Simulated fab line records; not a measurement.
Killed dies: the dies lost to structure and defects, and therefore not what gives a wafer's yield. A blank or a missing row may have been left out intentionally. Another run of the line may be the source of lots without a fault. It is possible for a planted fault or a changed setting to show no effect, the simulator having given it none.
Chamber matching    flow berkeley cmos170    UCB170_V1_CMP_02 on cmp-02: 4 sister chambers
The step polishes SiO2. 4 wafers are shown with their chamber, then 11 later ones without.

## EACH WAFER AND ITS CHAMBER
wafer   chamber  motor current A (A)
L830.2  0        13.0
L835.1  2        14.0
L835.5  1        16.5
L839.2  3        15.1

## WAFERS WITHOUT THEIR CHAMBER
wafer   motor current A (A)
L839.3  13.7
L839.4  17.4
L844.1  14.7
L844.3  13.5
L844.6  14.9
L847.2  15.3
L847.4  17.3
L847.5  14.9
L848.3  16.9
L848.5  13.7
L848.6  14.7

## WHICH CHAMBER EACH WENT THROUGH
wafer   from the rows above      in truth
L839.3  can't be placed: 2 or 0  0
L839.4  1                        1
L844.1  can't be placed: 3 or 2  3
L844.3  can't be placed: 0 or 2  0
L844.6  can't be placed: 3 or 2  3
L847.2  3                        3
L847.4  1                        1
L847.5  can't be placed: 3 or 2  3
L848.3  1                        1
L848.5  can't be placed: 2 or 0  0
L848.6  can't be placed: 3 or 2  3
4 of 11 placed correctly. Not placeable from these rows: 7 (in 7, the candidates include the true chamber). Number placed wrongly: 0.
How it was worked out, from the rows above alone: a wafer's distance from a chamber is the root of the sum, over the readings, of the square of ((its reading less the chamber's mean) divided by the reading's scatter). If the next closest chamber is less than 2 further off than the closest, the wafer can't be placed; otherwise it belongs to the closest. For every chamber, the mean is computed from those of its wafers that are shown. The scatter (one wafer shown for each chamber): square how far every hidden wafer sits from the nearest shown wafer, average those squares and take the square root.
